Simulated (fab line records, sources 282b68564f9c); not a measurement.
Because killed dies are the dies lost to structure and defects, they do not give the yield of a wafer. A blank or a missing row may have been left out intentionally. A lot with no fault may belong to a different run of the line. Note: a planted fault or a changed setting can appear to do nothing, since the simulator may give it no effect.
Tool commonality check / flow rit-cmos / Lots sampled 14, wafers sampled 42

REASON FOR OPENING
On 2 of the 14 lots, a flag is raised at RIT_CONTACT_CD_MEAS_08 on the reading cd-nm. Fault-free wafers read 999.5 nm, with a standard deviation of 2.7.
Rule: a lot is flagged when every wafer of it that has a number lies more than 4 standard deviations from that mean, or none has a number. The rest of the lots are taken to be sound.

lot=L778; measured=day 3 06:09; on=cd-sem-01; cd-nm (nm), wafer by wafer=996.4 1001.1 996.3; flag=
lot=L779; measured=day 3 08:55; on=cd-sem-01; cd-nm (nm), wafer by wafer=1002.8 1003.1 1002.9; flag=
lot=L780; measured=day 3 14:32; on=cd-sem-01; cd-nm (nm), wafer by wafer=1148.6 1150.1 1150.5; flag=FLAGGED
lot=L781; measured=day 3 20:28; on=cd-sem-02; cd-nm (nm), wafer by wafer=999.5 1001.0 999.5; flag=
lot=L784; measured=day 4 12:04; on=cd-sem-01; cd-nm (nm), wafer by wafer=1150.0 1151.9 1152.7; flag=FLAGGED
lot=L790; measured=day 5 16:58; on=cd-sem-01; cd-nm (nm), wafer by wafer=1000.5 999.9 1004.0; flag=
lot=L793; measured=day 6 08:39; on=cd-sem-02; cd-nm (nm), wafer by wafer=1000.3 999.6 997.4; flag=
lot=L794; measured=day 6 14:07; on=cd-sem-02; cd-nm (nm), wafer by wafer=998.5 998.0 997.4; flag=
lot=L796; measured=day 6 22:37; on=cd-sem-01; cd-nm (nm), wafer by wafer=995.8 998.0 999.8; flag=
lot=L797; measured=day 7 06:35; on=cd-sem-02; cd-nm (nm), wafer by wafer=998.0 998.4 1000.6; flag=
lot=L798; measured=day 7 08:54; on=cd-sem-02; cd-nm (nm), wafer by wafer=1003.6 1002.6 1001.7; flag=
lot=L799; measured=day 7 12:59; on=cd-sem-02; cd-nm (nm), wafer by wafer=1000.7 1000.1 998.8; flag=
lot=L800; measured=day 7 18:37; on=cd-sem-02; cd-nm (nm), wafer by wafer=995.0 996.8 995.6; flag=
lot=L801; measured=day 7 22:20; on=cd-sem-02; cd-nm (nm), wafer by wafer=998.9 994.7 997.3; flag=
The mean of the flagged lots' numbers is 1150.6 nm, +151.1 nm from the usual (+56 standard deviations).

WHICH TOOL RAN EACH LOT
The record keeps 1 process step preceding the reading, out of 202 steps on the route. Every cell lists first the tool, next ch and the chambers used by the sampled wafers, and last the start.
lot=L778; flag=; RIT_CONTACT_COAT_03=litho-track-03 ch 0, day 3 05:10
lot=L779; flag=; RIT_CONTACT_COAT_03=litho-track-03 ch 0, day 3 07:59
lot=L780; flag=FLAGGED; RIT_CONTACT_COAT_03=litho-track-03 ch 0, day 3 13:36
lot=L781; flag=; RIT_CONTACT_COAT_03=litho-track-04 ch 0, day 3 19:40
lot=L784; flag=FLAGGED; RIT_CONTACT_COAT_03=litho-track-03 ch 0, day 4 11:07
lot=L790; flag=; RIT_CONTACT_COAT_03=litho-track-02 ch 0, day 5 16:08
lot=L793; flag=; RIT_CONTACT_COAT_03=litho-track-04 ch 0, day 6 07:50
lot=L794; flag=; RIT_CONTACT_COAT_03=litho-track-04 ch 0, day 6 13:11
lot=L796; flag=; RIT_CONTACT_COAT_03=litho-track-04 ch 0, day 6 21:40
lot=L797; flag=; RIT_CONTACT_COAT_03=litho-track-04 ch 0, day 7 05:46
lot=L798; flag=; RIT_CONTACT_COAT_03=litho-track-02 ch 0, day 7 08:03
lot=L799; flag=; RIT_CONTACT_COAT_03=litho-track-03 ch 0, day 7 12:10
lot=L800; flag=; RIT_CONTACT_COAT_03=litho-track-04 ch 0, day 7 17:38
lot=L801; flag=; RIT_CONTACT_COAT_03=litho-track-04 ch 0, day 7 21:24
These steps, and what they do:
- RIT_CONTACT_COAT_03: resist thk 1000 nm.
- RIT_CONTACT_CD_MEAS_08: target cd 1000 nm.

FLAGGED AGAINST TOTAL, ONE TOOL AT A TIME (gauges that did the reading follow at the end)
step=RIT_CONTACT_COAT_03; tool=litho-track-02; lots run=2; flagged=0; share of the flagged lots=none; sound lots run after its first flagged lot=-
step=RIT_CONTACT_COAT_03; tool=litho-track-03; lots run=5; flagged=2; share of the flagged lots=all; sound lots run after its first flagged lot=1 (L799)
step=RIT_CONTACT_COAT_03; tool=litho-track-04; lots run=7; flagged=0; share of the flagged lots=none; sound lots run after its first flagged lot=-
step=RIT_CONTACT_CD_MEAS_08; tool=cd-sem-01; lots run=6; flagged=2; share of the flagged lots=all; sound lots run after its first flagged lot=2 (L790,L796)
step=RIT_CONTACT_CD_MEAS_08; tool=cd-sem-02; lots run=8; flagged=0; share of the flagged lots=none; sound lots run after its first flagged lot=-

WHAT IS ALLOWED BY THE TABLE
Rows of the table that ran all the flagged lots, 2 in number: litho-track-03 at RIT_CONTACT_COAT_03; cd-sem-01 at RIT_CONTACT_CD_MEAS_08.
- litho-track-03 at RIT_CONTACT_COAT_03: 2 of its 5 lots flagged. After the first flagged lot (L799), sound lots still ran on it; a lasting fault on the whole tool would not permit that.
- cd-sem-01 at RIT_CONTACT_CD_MEAS_08: 2 of its 6 lots flagged. After the first flagged lot (L790, L796), sound lots still ran on it; a lasting fault on the whole tool would not permit that.
None of the table's rows ran every flagged lot and, after the first, no sound lot.

WHAT THE SIMULATOR HAD INSERTED
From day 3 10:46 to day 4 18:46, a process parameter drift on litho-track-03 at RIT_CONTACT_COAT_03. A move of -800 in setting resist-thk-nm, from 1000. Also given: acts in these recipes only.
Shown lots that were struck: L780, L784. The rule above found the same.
